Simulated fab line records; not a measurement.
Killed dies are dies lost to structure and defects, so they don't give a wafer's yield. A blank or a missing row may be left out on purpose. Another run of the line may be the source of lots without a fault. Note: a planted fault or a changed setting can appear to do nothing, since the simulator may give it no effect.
fab line records -- flow rit_cmos
[record] lots = 14, wafers = 42, last_day = 7
route steps=202 shown NWELL@34 REOX@102 PLDD@115 NSD@141 PSD@148 M1@202
lots untouched by any fault: they come from a run of this same line in which no faults occurred
start_h: hours from the record's opening day to when the first of the lot's shown wafers began -- wait_h: how many hours have passed since the lot's step before this one -- " repeats the value in the row above -- L1.1+2: one row covering several wafers at once -- - no value present, or no start provided -- * or withheld: withheld -- < > ~ a bound
route shown NAME@n: a module of which the file shows steps, and the number in the route of the first -- usual: average and standard deviation across the fault-free wafers -- same: alike in all rows -- chamber/n: place in a boat -- sites: the reading at each site -- _std_site: how widely they spread, as a standard deviation -- _edge_site: mean of outer sites minus mean of inner sites -- radius_mm: how far each site lies from the wafer's centre -- mask NAME#n: copy n -- behind: the last tool/chamber to shape the wafer -- hold: reason for holding the lot/hours on hold/outcome of the hold -- device: whichever transistor did not switch (one of n, p or np) -- end of line: the route-end tests of the same wafers -- for a step that has no rows: nothing shown but its recipe -- killed: the dies lost at the first sort to structure and to defects; this is not the yield of the wafer -- map: a wafer's dies, marking killed ones x, the rest . and places with no die _
set.NAME: the setting that was run; set.NAME@STEP: the one run at that earlier step -- model.NAME: the simulator's own value behind a step, which no gauge read
steps of the route over a sample of lots; a table a step, a row a wafer
[[steps]]
[step RIT_NWELL_OVL_MEAS_06]
[usual] NWELL_OVL = 0.4/1.4
lot.wafer,tool,chamber,start_h,wait_h,NWELL_OVL[nm]
L764.4,overlay-02,-,23.25,-,0.9
L764.5,overlay-02,-,23.25,-,-1.3
L764.6,overlay-02,-,23.25,-,0.3
L768.1,overlay-02,-,44.25,-,1.7
L768.4,overlay-02,-,44.25,-,1.4
L768.5,overlay-02,-,44.25,-,-0.8
L771.1,overlay-01,-,56.59,-,-0.3
L771.2,overlay-01,-,56.59,-,0.4
L771.5,overlay-01,-,56.59,-,1.8
L772.1,overlay-01,-,63.40,-,-2.8
L772.3,overlay-01,-,63.40,-,0.3
L772.6,overlay-01,-,63.40,-,-2.1
L773.2,overlay-02,-,68.05,-,2.4
L773.5,overlay-02,-,68.05,-,1.4
L773.6,overlay-02,-,68.05,-,0.7
L775.2,overlay-01,-,76.72,-,0.4
L775.4,overlay-01,-,76.72,-,1.4
L775.6,overlay-01,-,76.72,-,1.5
L777.1,overlay-01,-,86.83,-,2.3
L777.4,overlay-01,-,86.83,-,2.2
L777.5,overlay-01,-,86.83,-,-0.6
L779.2,overlay-02,-,98.91,-,-0.4
L779.3,overlay-02,-,98.91,-,0.1
L779.4,overlay-02,-,98.91,-,-0.1
L780.1,overlay-02,-,103.33,-,-1.4
L780.2,overlay-02,-,103.33,-,-0.4
L780.6,overlay-02,-,103.33,-,-0.2
L782.2,overlay-01,-,113.03,-,-0.4
L782.4,overlay-01,-,113.03,-,0.3
L782.6,overlay-01,-,113.03,-,0.1
L783.2,overlay-01,-,117.93,-,0.9
L783.4,overlay-01,-,117.93,-,1.4
L783.6,overlay-01,-,117.93,-,2.7
L784.2,overlay-02,-,123.07,-,-1.9
L784.4,overlay-02,-,123.07,-,0.7
L784.5,overlay-02,-,123.07,-,-0.4
L785.2,overlay-02,-,126.17,-,0.6
L785.3,overlay-02,-,126.17,-,-1.0
L785.6,overlay-02,-,126.17,-,-0.7
L786.1,overlay-02,-,132.65,-,1.3
L786.4,overlay-02,-,132.65,-,-0.1
L786.5,overlay-02,-,132.65,-,-0.6
[step RIT_REOX_THK_MEAS_04]
[recipe] reads = SiO2_of_REOX_OXIDATION_03
[usual] REOX_OXIDE_THK = 24.9/0.42
lot.wafer,tool,chamber,start_h,wait_h,REOX_OXIDE_THK[nm]
L764.4,film_metro-01,-,46.87,0.0,25.3
L764.5,film_metro-01,-,46.87,0.0,25.4
L764.6,film_metro-01,-,46.87,0.0,25.3
L768.1,film_metro-01,-,69.22,0.0,24.8
L768.4,film_metro-01,-,69.22,0.0,24.5
L768.5,film_metro-01,-,69.22,0.0,24.3
L771.1,film_metro-04,-,80.56,0.0,25.6
L771.2,film_metro-04,-,80.56,0.0,25.6
L771.5,film_metro-04,-,80.56,0.0,25.8
L772.1,film_metro-01,-,85.82,0.0,24.6
L772.3,film_metro-01,-,85.82,0.0,24.4
L772.6,film_metro-01,-,85.82,0.0,24.7
L773.2,film_metro-02,-,93.39,0.0,24.3
L773.5,film_metro-02,-,93.39,0.0,24.6
L773.6,film_metro-02,-,93.39,0.0,24.6
L775.2,film_metro-01,-,102.36,0.0,25.1
L775.4,film_metro-01,-,102.36,0.0,24.9
L775.6,film_metro-01,-,102.36,0.0,25.1
L777.1,film_metro-01,-,108.79,0.0,25.1
L777.4,film_metro-01,-,108.79,0.0,24.7
L777.5,film_metro-01,-,108.79,0.0,25.0
L779.2,film_metro-01,-,120.99,0.0,25.1
L779.3,film_metro-01,-,120.99,0.0,24.8
L779.4,film_metro-01,-,120.99,0.0,25.2
L780.1,film_metro-01,-,125.16,0.0,25.1
L780.2,film_metro-01,-,125.16,0.0,25.2
L780.6,film_metro-01,-,125.16,0.0,25.3
L782.2,film_metro-04,-,135.20,0.0,24.9
L782.4,film_metro-04,-,135.20,0.0,25.0
L782.6,film_metro-04,-,135.20,0.0,25.0
L783.2,film_metro-04,-,142.33,0.0,25.0
L783.4,film_metro-04,-,142.33,0.0,25.0
L783.6,film_metro-04,-,142.33,0.0,24.7
L784.2,film_metro-01,-,146.19,0.0,25.1
L784.4,film_metro-01,-,146.19,0.0,25.1
L784.5,film_metro-01,-,146.19,0.0,25.1
L785.2,film_metro-01,-,148.74,0.0,25.2
L785.3,film_metro-01,-,148.74,0.0,24.8
L785.6,film_metro-01,-,148.74,0.0,24.9
L786.1,film_metro-02,-,155.73,0.0,24.6
L786.4,film_metro-02,-,155.73,0.0,24.6
L786.5,film_metro-02,-,155.73,0.0,25.0
[step RIT_PLDD_COAT_01]
[recipe] resist = NOVOLAK, spin_rpm = 3250, resist_thk_nm = 1000
[usual] chill_plate_temp_C = 23.02/0.092, dispense_pressure_kPa = 50.1/2.9
lot.wafer,tool,chamber,start_h,wait_h,chill_plate_temp_C,dispense_pressure_kPa
L764.4,litho_track-01,0,48.74,0.1,22.99,54.3
L764.5,litho_track-01,0,48.74,0.1,22.87,54.2
L764.6,litho_track-01,0,48.74,0.1,23.00,54.3
L768.1,litho_track-04,0,70.85,0.1,23.00,47.9
L768.4,litho_track-04,0,70.85,0.1,23.08,47.8
L768.5,litho_track-04,0,70.85,0.1,23.04,47.8
L771.1,litho_track-01,-,82.21,0.1,-,-
L771.2,litho_track-01,-,82.21,0.1,-,-
L771.5,litho_track-01,-,82.21,0.1,-,-
L772.1,litho_track-04,-,87.64,0.1,-,-
L772.3,litho_track-04,-,87.64,0.1,-,-
L772.6,litho_track-04,-,87.64,0.1,-,-
L773.2,litho_track-04,0,95.04,0.1,22.90,47.8
L773.5,litho_track-04,0,95.04,0.1,23.00,47.9
L773.6,litho_track-04,0,95.04,0.1,22.95,47.8
L775.2,litho_track-01,0,104.00,0.1,23.06,54.2
L775.4,litho_track-01,0,104.00,0.1,23.22,54.2
L775.6,litho_track-01,0,104.00,0.1,23.09,54.2
L777.1,litho_track-02,0,110.51,0.1,23.10,48.2
L777.4,litho_track-02,0,110.51,0.1,23.09,48.1
L777.5,litho_track-02,0,110.51,0.1,23.12,48.1
L779.2,litho_track-01,0,122.66,0.1,23.03,54.2
L779.3,litho_track-01,0,122.66,0.1,22.91,54.2
L779.4,litho_track-01,0,122.66,0.1,23.07,54.2
L780.1,litho_track-01,0,126.79,0.1,23.08,54.2
L780.2,litho_track-01,0,126.79,0.1,23.07,54.2
L780.6,litho_track-01,0,126.79,0.1,22.96,54.2
L782.2,litho_track-04,0,137.02,0.1,22.91,47.9
L782.4,litho_track-04,0,137.02,0.1,23.02,47.9
L782.6,litho_track-04,0,137.02,0.1,22.85,47.8
L783.2,litho_track-04,0,144.10,0.1,23.07,47.9
L783.4,litho_track-04,0,144.10,0.1,23.01,47.9
L783.6,litho_track-04,0,144.10,0.1,23.12,47.9
L784.2,litho_track-02,0,147.91,0.1,23.05,48.1
L784.4,litho_track-02,0,147.91,0.1,23.03,48.2
L784.5,litho_track-02,0,147.91,0.1,22.91,48.2
L785.2,litho_track-02,0,150.60,0.1,22.96,48.2
L785.3,litho_track-02,0,150.60,0.1,22.79,48.2
L785.6,litho_track-02,0,150.60,0.1,23.08,48.2
L786.1,litho_track-04,0,157.40,0.1,23.04,47.8
L786.4,litho_track-04,0,157.40,0.1,22.91,47.9
L786.5,litho_track-04,0,157.40,0.1,23.06,47.8
[step RIT_PLDD_OVL_MEAS_06]
[usual] PLDD_OVL = -0.8/1.5
lot.wafer,tool,chamber,start_h,wait_h,PLDD_OVL[nm]
L764.4,overlay-02,-,49.51,-,-2.5
L764.5,overlay-02,-,49.51,-,-3.6
L764.6,overlay-02,-,49.51,-,-2.6
L768.1,overlay-02,-,71.67,-,0.0
L768.4,overlay-02,-,71.67,-,0.0
L768.5,overlay-02,-,71.67,-,1.3
L771.1,overlay-01,-,83.14,-,-
L771.2,overlay-01,-,83.14,-,-
L771.5,overlay-01,-,83.14,-,-
L772.1,overlay-01,-,88.46,-,-
L772.3,overlay-01,-,88.46,-,-
L772.6,overlay-01,-,88.46,-,-
L773.2,overlay-01,-,95.84,-,-0.3
L773.5,overlay-01,-,95.84,-,-1.3
L773.6,overlay-01,-,95.84,-,0.0
L775.2,overlay-01,-,104.85,-,-2.2
L775.4,overlay-01,-,104.85,-,-4.3
L775.6,overlay-01,-,104.85,-,-1.5
L777.1,overlay-01,-,111.21,-,0.1
L777.4,overlay-01,-,111.21,-,-0.5
L777.5,overlay-01,-,111.21,-,0.5
L779.2,overlay-01,-,123.34,-,-1.6
L779.3,overlay-01,-,123.34,-,-0.1
L779.4,overlay-01,-,123.34,-,-3.1
L780.1,overlay-02,-,127.57,-,0.6
L780.2,overlay-02,-,127.57,-,-0.5
L780.6,overlay-02,-,127.57,-,0.2
L782.2,overlay-01,-,137.94,-,1.2
L782.4,overlay-01,-,137.94,-,-0.1
L782.6,overlay-01,-,137.94,-,0.6
L783.2,overlay-01,-,144.78,-,-1.8
L783.4,overlay-01,-,144.78,-,-0.9
L783.6,overlay-01,-,144.78,-,-1.1
L784.2,overlay-02,-,148.89,-,-2.2
L784.4,overlay-02,-,148.89,-,-1.9
L784.5,overlay-02,-,148.89,-,-1.9
L785.2,overlay-01,-,151.40,-,-0.2
L785.3,overlay-01,-,151.40,-,-0.5
L785.6,overlay-01,-,151.40,-,-1.2
L786.1,overlay-02,-,158.10,-,0.1
L786.4,overlay-02,-,158.10,-,0.4
L786.5,overlay-02,-,158.10,-,1.1
[step RIT_NSD_TW_MEAS_10]
[usual] NSD_TW = 3137/13
lot.wafer,tool,chamber,start_h,wait_h,NSD_TW
L764.4,film_metro-02,-,55.56,0.1,3113
L764.5,film_metro-02,-,55.56,0.1,3130
L764.6,film_metro-02,-,55.56,0.1,3150
L768.1,film_metro-02,-,76.11,0.1,3122
L768.4,film_metro-02,-,76.11,0.1,3116
L768.5,film_metro-02,-,76.11,0.1,3117
L771.1,film_metro-03,-,88.14,0.1,3327
L771.2,film_metro-03,-,88.14,0.1,3317
L771.5,film_metro-03,-,88.14,0.1,3307
L772.1,film_metro-04,-,92.89,0.1,3324
L772.3,film_metro-04,-,92.89,0.1,3309
L772.6,film_metro-04,-,92.89,0.1,3314
L773.2,film_metro-04,-,100.41,0.1,3117
L773.5,film_metro-04,-,100.41,0.1,3163
L773.6,film_metro-04,-,100.41,0.1,3135
L775.2,film_metro-02,-,109.56,0.1,3144
L775.4,film_metro-02,-,109.56,0.1,3147
L775.6,film_metro-02,-,109.56,0.1,3149
L777.1,film_metro-04,-,115.76,0.1,3113
L777.4,film_metro-04,-,115.76,0.1,3117
L777.5,film_metro-04,-,115.76,0.1,3117
L779.2,film_metro-04,-,127.89,0.1,3143
L779.3,film_metro-04,-,127.89,0.1,3145
L779.4,film_metro-04,-,127.89,0.1,3159
L780.1,film_metro-02,-,133.83,0.1,3152
L780.2,film_metro-02,-,133.83,0.1,3152
L780.6,film_metro-02,-,133.83,0.1,3150
L782.2,film_metro-02,-,142.50,0.1,3144
L782.4,film_metro-02,-,142.50,0.1,3135
L782.6,film_metro-02,-,142.50,0.1,3139
L783.2,film_metro-02,-,149.37,0.1,3130
L783.4,film_metro-02,-,149.37,0.1,3135
L783.6,film_metro-02,-,149.37,0.1,3133
L784.2,film_metro-02,-,153.55,0.1,3124
L784.4,film_metro-02,-,153.55,0.1,3132
L784.5,film_metro-02,-,153.55,0.1,3127
L785.2,film_metro-04,-,156.02,0.1,3149
L785.3,film_metro-04,-,156.02,0.1,3140
L785.6,film_metro-04,-,156.02,0.1,3136
L786.1,film_metro-03,-,162.65,0.1,3130
L786.4,film_metro-03,-,162.65,0.1,3122
L786.5,film_metro-03,-,162.65,0.1,3122
[step RIT_PSD_OVL_MEAS_06]
[usual] PSD_OVL = -0.9/1.3
lot.wafer,tool,chamber,start_h,wait_h,PSD_OVL[nm]
L764.4,overlay-02,-,56.46,-,1.4
L764.5,overlay-02,-,56.46,-,0.9
L764.6,overlay-02,-,56.46,-,-2.2
L768.1,overlay-02,-,77.15,-,-2.2
L768.4,overlay-02,-,77.15,-,-1.5
L768.5,overlay-02,-,77.15,-,-2.9
L771.1,overlay-01,-,89.17,-,1.4
L771.2,overlay-01,-,89.17,-,-2.7
L771.5,overlay-01,-,89.17,-,0.5
L772.1,overlay-02,-,93.80,-,-2.9
L772.3,overlay-02,-,93.80,-,-2.4
L772.6,overlay-02,-,93.80,-,-2.2
L773.2,overlay-02,-,101.47,-,-0.3
L773.5,overlay-02,-,101.47,-,0.7
L773.6,overlay-02,-,101.47,-,0.1
L775.2,overlay-02,-,110.59,-,-4.0
L775.4,overlay-02,-,110.59,-,-2.5
L775.6,overlay-02,-,110.59,-,-1.4
L777.1,overlay-02,-,116.67,-,-1.4
L777.4,overlay-02,-,116.67,-,-1.7
L777.5,overlay-02,-,116.67,-,0.6
L779.2,overlay-01,-,128.80,-,-1.5
L779.3,overlay-01,-,128.80,-,-1.2
L779.4,overlay-01,-,128.80,-,-2.3
L780.1,overlay-02,-,134.86,-,-3.9
L780.2,overlay-02,-,134.86,-,-3.2
L780.6,overlay-02,-,134.86,-,-3.2
L782.2,overlay-01,-,143.55,-,-1.1
L782.4,overlay-01,-,143.55,-,-0.7
L782.6,overlay-01,-,143.55,-,-0.3
L783.2,overlay-01,-,150.27,-,-2.8
L783.4,overlay-01,-,150.27,-,-1.4
L783.6,overlay-01,-,150.27,-,-1.0
L784.2,overlay-02,-,154.58,-,1.0
L784.4,overlay-02,-,154.58,-,-1.0
L784.5,overlay-02,-,154.58,-,1.1
L785.2,overlay-02,-,157.03,-,0.1
L785.3,overlay-02,-,157.03,-,-0.3
L785.6,overlay-02,-,157.03,-,-2.7
L786.1,overlay-01,-,163.68,-,-0.8
L786.4,overlay-01,-,163.68,-,-0.1
L786.5,overlay-01,-,163.68,-,-0.7
[step RIT_M1_PROBE_99]
[usual] killed_at_M0_to_M3 = 0.0/0.12, killed_at_contacts = 0.1/0.27, killed_at_front_end = 7/3.1, killed_dies = 7/3.1, killed_on_rim = 1.8/1.5, killed_open = 3.3/2.1, killed_short = 3.5/2
[same] gross_dies = 264, killed_at_M4_up = 0, killed_at_back_side = 0, killed_at_other = 0
lot.wafer,tool,chamber,start_h,wait_h,killed_at_M0_to_M3,killed_at_contacts,killed_at_front_end,killed_dies,killed_on_rim,killed_open,killed_short
L764.4,prober-02,-,65.09,0.2,0,0,7,7,0,3,4
L764.5,prober-02,-,65.14,0.2,0,0,8,8,3,5,3
L764.6,prober-02,-,65.19,0.2,0,0,10,10,3,5,5
L768.1,prober-02,-,85.84,0.1,0,0,4,4,0,2,2
L768.4,prober-02,-,85.99,0.2,0,0,6,6,0,3,3
L768.5,prober-02,-,86.04,0.2,0,0,8,8,3,4,3
L771.1,prober-01,-,97.42,0.1,0,0,264,264,70,3,2
L771.2,prober-01,-,97.47,0.1,0,0,264,264,70,4,4
L771.5,prober-01,-,97.62,0.2,0,0,264,264,70,6,2
L772.1,prober-02,-,102.31,0.1,0,0,264,264,70,5,4
L772.3,prober-02,-,102.41,0.2,0,0,264,264,70,3,4
L772.6,prober-02,-,102.56,0.2,0,0,264,264,70,4,6
L773.2,prober-01,-,110.14,0.1,0,0,7,7,2,1,6
L773.5,prober-01,-,110.29,0.2,0,0,12,12,5,8,4
L773.6,prober-01,-,110.34,0.2,0,0,8,8,1,3,5
L775.2,prober-01,-,119.23,0.1,0,0,6,6,1,1,5
L775.4,prober-01,-,119.33,0.2,0,0,13,13,6,7,6
L775.6,prober-01,-,119.43,0.2,0,0,6,6,1,4,2
L777.1,prober-01,-,125.24,0.1,0,0,5,5,1,4,1
L777.4,prober-01,-,125.39,0.2,0,1,6,7,2,2,5
L777.5,prober-01,-,125.44,0.2,0,0,2,2,0,0,2
L779.2,prober-01,-,137.34,0.1,0,0,6,6,0,3,3
L779.3,prober-01,-,137.39,0.2,0,0,8,8,3,4,4
L779.4,prober-01,-,137.44,0.2,0,0,9,9,3,6,3
L780.1,prober-02,-,143.23,0.1,0,0,8,8,2,3,5
L780.2,prober-02,-,143.28,0.1,0,0,9,9,3,2,7
L780.6,prober-02,-,143.48,0.2,0,0,5,5,1,4,1
L782.2,prober-02,-,152.14,0.1,0,0,10,10,3,6,4
L782.4,prober-02,-,152.24,0.2,0,0,7,7,1,4,3
L782.6,prober-02,-,152.34,0.2,0,0,7,7,4,4,3
L783.2,prober-01,-,159.14,0.1,0,0,6,6,1,4,2
L783.4,prober-01,-,159.24,0.2,0,0,3,3,0,1,2
L783.6,prober-01,-,159.34,0.2,0,0,7,7,3,4,3
L784.2,prober-01,-,163.29,0.1,0,0,7,7,4,2,5
L784.4,prober-01,-,163.39,0.2,0,0,7,7,1,6,1
L784.5,prober-01,-,163.44,0.2,0,0,11,11,3,4,7
L785.2,prober-02,-,165.78,0.1,0,0,6,6,4,4,2
L785.3,prober-02,-,165.83,0.2,0,0,12,12,2,8,4
L785.6,prober-02,-,165.98,0.2,0,0,5,5,0,0,5
L786.1,prober-01,-,172.04,0.1,0,0,4,4,2,2,2
L786.4,prober-01,-,172.19,0.2,1,0,6,7,2,5,2
L786.5,prober-01,-,172.24,0.2,0,0,2,2,0,0,2
// killed by level:class
L764.4 GATE:geometric_particle:short=4 SILICIDE:geometric_particle:open=2 REOX:geometric_particle:open=1
L764.5 GATE:geometric_particle:open=3 GATE:geometric_particle:short=2 SPACER:geometric_particle:open=2 FOX1:geometric_particle:short=1
L764.6 GATE:geometric_particle:open=4 GATE:geometric_particle:short=3 SPACER:geometric_particle:short=1 SILICIDE:geometric_particle:short=1 SILICIDE:geometric_particle:open=1
L768.1 FOX2:geometric_particle:short=1 FOX2:geometric_particle:open=1 GATE:geometric_particle:short=1 SILICIDE:geometric_particle:open=1
L768.4 GATE:geometric_particle:short=2 FOX2:geometric_particle:open=1 GATE:geometric_particle:open=1 REOX:geometric_particle:open=1 SILICIDE:geometric_particle:short=1
L768.5 GATE:geometric_particle:short=3 FOX2:geometric_particle:open=2 GATE:geometric_particle:open=1 SPACER:geometric_particle:open=1 NRETRO:coat_microbubble_printed=1
L771.1 PLDD:area_expose=259 GATE:geometric_particle:open=1 GATE:geometric_particle:short=1 REOX:geometric_particle:short=1 SPACER:geometric_particle:open=1 SILICIDE:geometric_particle:open=1
L771.2 PLDD:area_expose=256 GATE:geometric_particle:open=2 REOX:geometric_particle:short=2 FOX1:geometric_particle:open=1 FOX1:geometric_particle:short=1 FOX2:geometric_particle:short=1 REOX:geometric_particle:open=1
L771.5 PLDD:area_expose=256 SILICIDE:geometric_particle:open=3 REOX:geometric_particle:open=2 REOX:geometric_particle:short=1 SPACER:geometric_particle:short=1 SPACER:geometric_particle:open=1
L772.1 PLDD:area_expose=255 GATE:geometric_particle:short=3 REOX:geometric_particle:open=2 FOX2:geometric_particle:open=1 REOX:geometric_particle:short=1 SPACER:geometric_particle:open=1 SILICIDE:geometric_particle:open=1
L772.3 PLDD:area_expose=257 FOX1:geometric_particle:short=3 REOX:geometric_particle:open=2 FOX1:geometric_particle:open=1 SPACER:geometric_particle:short=1
L772.6 PLDD:area_expose=254 FOX1:geometric_particle:short=3 SPACER:geometric_particle:open=2 FOX1:geometric_particle:open=1 GATE:geometric_particle:open=1 GATE:geometric_particle:short=1 REOX:geometric_particle:short=1 SPACER:geometric_particle:short=1
L773.2 FOX2:geometric_particle:short=2 GATE:geometric_particle:short=2 SPACER:geometric_particle:short=2 REOX:geometric_particle:open=1
L773.5 FOX2:geometric_particle:short=2 FOX2:geometric_particle:open=2 SILICIDE:geometric_particle:open=2 FOX1:geometric_particle:open=1 GATE:geometric_particle:open=1 REOX:geometric_particle:open=1 SPACER:geometric_particle:open=1 SPACER:geometric_particle:short=1
L773.6 REOX:geometric_particle:short=2 FOX2:geometric_particle:open=1 FOX2:geometric_particle:short=1 GATE:geometric_particle:open=1 GATE:geometric_particle:short=1 SPACER:geometric_particle:short=1 SILICIDE:geometric_particle:open=1
L775.2 GATE:geometric_particle:short=2 FOX1:geometric_particle:short=1 FOX1:geometric_particle:open=1 REOX:geometric_particle:short=1 SILICIDE:geometric_particle:short=1
L775.4 GATE:geometric_particle:open=3 SPACER:geometric_particle:open=3 FOX2:geometric_particle:short=2 GATE:geometric_particle:short=2 SILICIDE:geometric_particle:short=2 SILICIDE:geometric_particle:open=1
L775.6 FOX1:geometric_particle:open=3 FOX1:geometric_particle:short=1 GATE:geometric_particle:short=1 SPACER:geometric_particle:open=1
L777.1 REOX:geometric_particle:open=3 GATE:geometric_particle:open=1 REOX:geometric_particle:short=1
L777.4 GATE:geometric_particle:short=2 GATE:geometric_particle:open=2 REOX:geometric_particle:short=1 SILICIDE:geometric_particle:short=1 CONTACT:geometric_particle:short=1
L777.5 FOX1:geometric_particle:short=1 GATE:geometric_particle:short=1
L779.2 FOX2:geometric_particle:short=2 FOX1:geometric_particle:open=1 GATE:geometric_particle:short=1 GATE:geometric_particle:open=1 REOX:geometric_particle:open=1
L779.3 GATE:geometric_particle:short=2 FOX1:geometric_particle:short=1 FOX2:geometric_particle:open=1 GATE:geometric_particle:open=1 REOX:geometric_particle:short=1 REOX:geometric_particle:open=1 SILICIDE:geometric_particle:open=1
L779.4 GATE:geometric_particle:open=3 GATE:geometric_particle:short=2 FOX2:geometric_particle:open=1 REOX:geometric_particle:open=1 SILICIDE:geometric_particle:open=1 SILICIDE:geometric_particle:short=1
L780.1 GATE:geometric_particle:short=3 GATE:geometric_particle:open=2 FOX1:geometric_particle:open=1 SPACER:geometric_particle:short=1 SILICIDE:geometric_particle:short=1
L780.2 GATE:geometric_particle:short=2 REOX:geometric_particle:open=2 SPACER:geometric_particle:short=2 FOX1:geometric_particle:short=1 FOX2:geometric_particle:short=1 REOX:geometric_particle:short=1
L780.6 SPACER:geometric_particle:open=2 ACTIVE:geometric_particle:open=1 FOX1:geometric_particle:open=1 GATE:geometric_particle:short=1
L782.2 FOX1:geometric_particle:short=2 GATE:geometric_particle:short=2 GATE:geometric_particle:open=2 SPACER:geometric_particle:open=2 FOX1:geometric_particle:open=1 FOX2:geometric_particle:open=1
L782.4 GATE:geometric_particle:open=3 GATE:geometric_particle:short=2 FOX2:geometric_particle:open=1 SILICIDE:geometric_particle:short=1
L782.6 GATE:geometric_particle:short=2 GATE:geometric_particle:open=2 FOX1:geometric_particle:short=1 REOX:geometric_particle:open=1 SPACER:geometric_particle:open=1
L783.2 FOX2:geometric_particle:open=2 FOX1:geometric_particle:open=1 FOX1:geometric_particle:short=1 REOX:geometric_particle:short=1 SILICIDE:geometric_particle:open=1
L783.4 GATE:geometric_particle:short=1 REOX:geometric_particle:open=1 SILICIDE:geometric_particle:short=1
L783.6 FOX1:geometric_particle:open=1 FOX1:geometric_particle:short=1 GATE:geometric_particle:open=1 REOX:geometric_particle:short=1 REOX:geometric_particle:open=1 SILICIDE:geometric_particle:open=1 SILICIDE:geometric_particle:short=1
L784.2 GATE:geometric_particle:short=3 FOX1:geometric_particle:short=2 REOX:geometric_particle:open=1 SILICIDE:geometric_particle:open=1
L784.4 FOX1:geometric_particle:open=3 GATE:geometric_particle:open=2 REOX:geometric_particle:short=1 SILICIDE:geometric_particle:open=1
L784.5 FOX2:geometric_particle:open=2 FOX2:geometric_particle:short=2 REOX:geometric_particle:short=2 FOX1:geometric_particle:short=1 GATE:geometric_particle:open=1 GATE:geometric_particle:short=1 REOX:geometric_particle:open=1 SILICIDE:geometric_particle:short=1
L785.2 GATE:geometric_particle:short=2 SPACER:geometric_particle:open=2 FOX1:geometric_particle:open=1 GATE:geometric_particle:open=1
L785.3 GATE:geometric_particle:open=4 SPACER:geometric_particle:open=3 SPACER:geometric_particle:short=2 FOX1:geometric_particle:short=1 GATE:geometric_particle:short=1 SILICIDE:geometric_particle:open=1
L785.6 GATE:geometric_particle:short=4 FOX1:geometric_particle:short=1
L786.1 GATE:geometric_particle:short=2 GATE:geometric_particle:open=2
L786.4 GATE:geometric_particle:open=5 GATE:geometric_particle:short=1 M1:geometric_particle:short=1
L786.5 FOX2:geometric_particle:short=1 GATE:geometric_particle:short=1
[[key]]
[first_sign] step = RIT_PLDD_COAT_01, reading = tool_record, direction = missing
[effect] step = RIT_PLDD_OVL_MEAS_06, reading = PLDD_OVL, direction = missing
[effect] step = RIT_NSD_TW_MEAS_10, reading = NSD_TW, direction = up, sigmas = 14, usual = 3137, struck = 3316
[effect] step = RIT_M1_PROBE_99, reading = killed_dies, direction = up, sigmas = 83, usual = 7, struck = 264
[more_kills_born_at] RIT_PLDD_EXPOSE_03@iline_stepper-01 = 771, RIT_PLDD_EXPOSE_03@iline_stepper-02 = 766
met_at RIT_PLDD_COAT_01
struck_lots L771,L772
tester_left_out L771,L772
not_acting_at RIT_NWELL_OVL_MEAS_06,RIT_REOX_THK_MEAS_04,RIT_PSD_OVL_MEAS_06
onset_between 70.85 82.21
[fault] kind = skipped_step_whole, tool = litho_track-01,litho_track-04, chamber = -, onset_h = 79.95, steps = RIT_PLDD_COAT_01, scope = struck_lots_only
// tester_left_out: of these lots the tester's yield and bins aren't shown, on N5 and GAA mostly nor the transistor test; their killed dies are dies lost to structure and defects alone, not to doping, threshold or leakage, so they don't give the yield
